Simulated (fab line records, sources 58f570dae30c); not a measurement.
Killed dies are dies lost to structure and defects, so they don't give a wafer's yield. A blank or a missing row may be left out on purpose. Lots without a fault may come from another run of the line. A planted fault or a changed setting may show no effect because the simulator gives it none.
Which tool did it? | flow berkeley_cmos170 | 14 lots, 42 wafers sampled, at 7 steps of a route of 331

WHAT THE GAUGES READ, wafer by wafer
UCB170_PWELL_OVL_MEAS_13.
lot  | measured    | on         | PWELL_OVL (nm)
L405 | day 3 05:17 | overlay-02 | 3 0 6
L404 | day 3 05:29 | overlay-02 | -8 1 -3
L407 | day 3 10:14 | overlay-02 | -16 -14 -11
L408 | day 3 20:49 | overlay-01 | -3 -2 -5
L409 | day 4 01:55 | overlay-01 | 6 -8 -5
L411 | day 4 10:35 | overlay-02 | 7 2 8
L412 | day 4 22:28 | overlay-02 | -8 -9 -9
L413 | day 4 22:45 | overlay-02 | 13 3 -2
L414 | day 5 06:54 | overlay-01 | -5 0 -12
L419 | day 6 07:42 | overlay-02 | 10 10 -4
L422 | day 6 17:40 | overlay-02 | 15 4 3
L424 | day 7 05:50 | overlay-02 | 8 5 -7
L427 | day 7 19:10 | overlay-02 | -4 -6 -2
L426 | day 7 19:21 | overlay-02 | 4 -8 -7

UCB170_PSD_TW_MEAS_10.
lot  | measured     | on            | PSD_TW
L405 | day 7 05:16  | film_metro-02 | 2360 2365 2347
L404 | day 7 05:25  | film_metro-01 | 2354 2368 2357
L407 | day 7 05:22  | film_metro-04 | 2298 2300 2305
L408 | day 7 13:10  | film_metro-02 | 2345 2348 2345
L409 | day 7 13:18  | film_metro-04 | 2317 2337 2318
L411 | day 8 08:06  | film_metro-04 | 2319 2316 2325
L412 | day 8 13:22  | film_metro-02 | 2362 2362 2357
L413 | day 8 13:55  | film_metro-04 | 2325 2323 2325
L414 | day 9 02:06  | film_metro-01 | 2343 2347 2345
L419 | day 10 02:47 | film_metro-02 | 2342 2344 2347
L422 | day 10 14:10 | film_metro-04 | 2692 2675 2692
L424 | day 11 01:59 | film_metro-04 | 2699 2687 2683
L427 | day 11 15:13 | film_metro-02 | 2337 2339 2370
L426 | day 11 14:29 | film_metro-04 | 2317 2320 2335

UCB170_SDANNEAL_RS_MEAS_02: measures by four-point-probe.
lot  | measured     | on            | PSD_RS (ohm/sq)
L405 | day 7 11:43  | film_metro-01 | 75.4 75.4 75.1
L404 | day 7 11:19  | film_metro-02 | 75.1 75.5 75.3
L407 | day 7 09:38  | film_metro-02 | 76.0 75.6 76.0
L408 | day 7 15:59  | film_metro-02 | 75.8 75.8 75.6
L409 | day 7 16:08  | film_metro-04 | 74.9 75.0 75.2
L411 | day 8 11:10  | film_metro-02 | 75.2 75.3 75.6
L412 | day 8 16:47  | film_metro-04 | 75.7 75.5 75.5
L413 | day 8 17:10  | film_metro-02 | 75.2 75.5 75.2
L414 | day 9 04:49  | film_metro-04 | 76.3 75.9 76.1
L419 | day 10 07:08 | film_metro-01 | 75.3 75.1 75.6
L422 | day 10 16:45 | film_metro-02 | 57.1 56.9 56.8
L424 | day 11 08:02 | film_metro-02 | 56.9 57.1 56.9
L427 | day 11 19:07 | film_metro-01 | 76.2 76.0 75.5
L426 | day 11 18:47 | film_metro-04 | 75.5 75.4 75.3

UCB170_SILICIDE_RS_MEAS_02: measures by four-point-probe.
lot  | measured     | on            | SILICIDE_TI_RS (ohm/sq)
L405 | day 7 12:17  | film_metro-01 | 26.5 26.3 26.4
L404 | day 7 11:54  | film_metro-03 | 25.8 25.6 25.5
L407 | day 7 10:13  | film_metro-01 | 26.7 26.4 26.8
L408 | day 7 16:34  | film_metro-03 | 25.8 25.7 25.6
L409 | day 7 16:43  | film_metro-04 | 26.0 26.5 26.4
L411 | day 8 11:44  | film_metro-04 | 26.6 26.1 26.6
L412 | day 8 17:22  | film_metro-03 | 26.0 25.9 26.4
L413 | day 8 17:44  | film_metro-01 | 26.1 25.8 25.6
L414 | day 9 05:23  | film_metro-01 | 25.5 25.6 26.0
L419 | day 10 07:43 | film_metro-04 | 25.9 25.8 25.9
L422 | day 10 17:20 | film_metro-01 | 26.3 26.2 26.3
L424 | day 11 08:37 | film_metro-03 | 25.7 25.8 25.7
L427 | day 11 19:41 | film_metro-03 | 25.8 25.6 25.9
L426 | day 11 19:22 | film_metro-03 | 26.8 26.6 26.1

UCB170_V2_OVL_MEAS_13.
lot  | measured     | on         | V2_OVL (nm)
L405 | day 8 08:33  | overlay-02 | 1 1 -7
L404 | day 8 06:14  | overlay-01 | -4 11 -5
L407 | day 8 05:41  | overlay-01 | -6 -6 -1
L408 | day 8 13:21  | overlay-02 | 4 -1 -3
L409 | day 8 13:49  | overlay-01 | -5 -3 4
L411 | day 9 07:53  | overlay-02 | -10 -4 -9
L412 | day 9 14:02  | overlay-01 | 2 12 3
L413 | day 9 14:10  | overlay-02 | -2 -1 -5
L414 | day 10 03:40 | overlay-01 | 1 6 -5
L419 | day 11 09:34 | overlay-02 | -1 3 0
L422 | day 11 19:02 | overlay-01 | 0 1 -9
L424 | day 12 07:41 | overlay-02 | 5 11 3
L427 | day 12 17:07 | overlay-02 | 1 6 1
L426 | day 12 15:05 | overlay-01 | 0 0 -5

WHICH TOOL RAN EACH LOT (tool, then ch and the chambers of the sampled wafers, then the start)
lot  | UCB170_PSD_IMPLANT_08           | UCB170_PSD_STRIP_09
L405 | implanter-01 ch 0, day 7 05:02  | plasma_asher-04 ch 0,1, day 7 05:11
L404 | implanter-01 ch 0, day 7 05:12  | plasma_asher-03 ch 0,1, day 7 05:20
L407 | implanter-03 ch 0, day 7 05:08  | plasma_asher-02 ch 0,1, day 7 05:16
L408 | implanter-03 ch 0, day 7 12:55  | plasma_asher-02 ch 0,1, day 7 13:04
L409 | implanter-02 ch 0, day 7 13:05  | plasma_asher-04 ch 0,1, day 7 13:13
L411 | implanter-02 ch 0, day 8 07:51  | plasma_asher-02 ch 0, day 8 08:00
L412 | implanter-02 ch 0, day 8 13:07  | plasma_asher-03 ch 0,1, day 8 13:16
L413 | implanter-03 ch 0, day 8 13:41  | plasma_asher-04 ch 0,1, day 8 13:49
L414 | implanter-03 ch 0, day 9 01:51  | plasma_asher-03 ch 0,1, day 9 02:00
L419 | implanter-01 ch 0, day 10 02:32 | plasma_asher-03 ch 0,1, day 10 02:41
L422 | implanter-03 ch 0, day 10 13:55 | plasma_asher-04 ch 0,1, day 10 14:04
L424 | implanter-03 ch 0, day 11 01:44 | plasma_asher-03 ch 0,1, day 11 01:53
L427 | implanter-02 ch 0, day 11 14:58 | plasma_asher-03 ch 0,1, day 11 15:07
L426 | implanter-01 ch 0, day 11 14:14 | plasma_asher-04 ch 0,1, day 11 14:23
- UCB170_PSD_IMPLANT_08
- UCB170_PSD_STRIP_09: strips in O2.

WHAT THE TOOLS THEMSELVES READ (means of the sampled wafers that have a number; where no wafer has one, the mark that the record gives instead)
UCB170_PSD_IMPLANT_08.
lot  | tool         | beam_on_s (s) | dose_ions_cm2 | end_station_pressure_torr (Torr) | faraday_current_uA
L405 | implanter-01 | 10.12         | 3.0000e+15    | 1.25e-05                         | 9159
L404 | implanter-01 | 10.23         | 3.0016e+15    | 1.28e-05                         | 9055
L407 | implanter-03 | 9.89          | 2.9992e+15    | 1.27e-05                         | 9353
L408 | implanter-03 | 10.02         | 2.9978e+15    | 1.22e-05                         | 9220
L409 | implanter-02 | 9.90          | 3.0004e+15    | 1.25e-05                         | 9370
L411 | implanter-02 | 10.05         | 3.0016e+15    | 1.23e-05                         | 9208
L412 | implanter-02 | 9.92          | 2.9974e+15    | 1.24e-05                         | 9351
L413 | implanter-03 | 10.10         | 3.0020e+15    | 1.27e-05                         | 9159
L414 | implanter-03 | 10.03         | 3.0013e+15    | 1.24e-05                         | 9210
L419 | implanter-01 | 9.91          | 3.0002e+15    | 1.35e-05                         | 9331
L422 | implanter-03 | 10.86         | 4.8290e+15    | 1.61e-05                         | 13588
L424 | implanter-03 | 10.79         | 4.8353e+15    | 1.61e-05                         | 13656
L427 | implanter-02 | 10.03         | 3.0022e+15    | 1.23e-05                         | 9243
L426 | implanter-01 | 10.19         | 3.0002e+15    | 1.25e-05                         | 9091

UCB170_PSD_STRIP_09.
lot  | tool            | drypump_motor_current_A (A) | oes_product_au (a.u.) | strip_time_to_endpoint_s (s)
L405 | plasma_asher-04 | 5.3                         | 0.598                 | 29.37
L404 | plasma_asher-03 | 5.6                         | 0.606                 | 29.44
L407 | plasma_asher-02 | 5.0                         | 0.596                 | 29.33
L408 | plasma_asher-02 | 5.2                         | 0.598                 | 29.37
L409 | plasma_asher-04 | 5.3                         | 0.599                 | 29.27
L411 | plasma_asher-02 | 5.4                         | 0.607                 | 29.34
L412 | plasma_asher-03 | 5.7                         | 0.599                 | 29.50
L413 | plasma_asher-04 | 5.8                         | 0.604                 | 29.41
L414 | plasma_asher-03 | 5.6                         | 0.603                 | 29.26
L419 | plasma_asher-03 | 5.7                         | 0.599                 | 29.36
L422 | plasma_asher-04 | 5.8                         | 0.540                 | 34.97
L424 | plasma_asher-03 | 5.7                         | 0.536                 | 34.80
L427 | plasma_asher-03 | 5.6                         | 0.598                 | 29.34
L426 | plasma_asher-04 | 5.8                         | 0.601                 | 29.42

THE ANSWER, worked out from the rows above alone
Rule: what is usual is taken from the lots themselves. Put in order of their means at a reading, lots are off if they are a third of the lots or fewer, leave a main group of 4 or more, and stand apart from it by a gap of 3 or more times the standard deviation of the main group's means; of several such gaps the widest counts. A main group whose means are all the same, to the digits that the tables above print for the reading, isn't used. A lot without any number at a reading at which 4 lots or more have one is off too. The other lots that the step has rows for count as sound. The gauges are gone through in route order, then the tools' own readings, and for those a lot's mean is taken as printed above. The first step at which some lot is off is used, and at that step the reading that is off furthest; a lot without a number counts as furthest.
Off: L422, L424, at UCB170_PSD_TW_MEAS_10 (PSD_TW). The main group: mean 2338, standard deviation 18.
A tool fits if, at a process step before that reading, it ran every lot that is off, and no sound lot after the first of them. The gauges at UCB170_PSD_TW_MEAS_10 aren't tried: what is off there is off at UCB170_SDANNEAL_RS_MEAS_02 too, on other tools, and a gauge's error can't cause that. One fits: implanter-03 at UCB170_PSD_IMPLANT_08. Its last sound lot is L414 (day 9 01:51), its first lot that is off L422 (day 10 13:55): a fault that began between those two fits.
The tool's own readings at UCB170_PSD_IMPLANT_08 bear it out: on the lots that are off they differ by more than 5 times the standard deviation of the sound lots' means. beam_on_s reads 10.82 s there against 10.03 s on the sound lots; dose_ions_cm2 reads 4.8322e+15 there against 3.0003e+15 on the sound lots; end_station_pressure_torr reads 1.61e-05 Torr there against 1.26e-05 Torr on the sound lots; faraday_current_uA reads 13622 there against 9229 on the sound lots.

WHAT THE SIMULATOR HAD PUT IN
Process parameter drift: implanter-03, from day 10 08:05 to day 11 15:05, at UCB170_PSD_IMPLANT_08. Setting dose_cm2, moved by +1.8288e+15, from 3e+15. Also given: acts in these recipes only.
Lots struck among those shown: L422, L424. The rule above found the same.
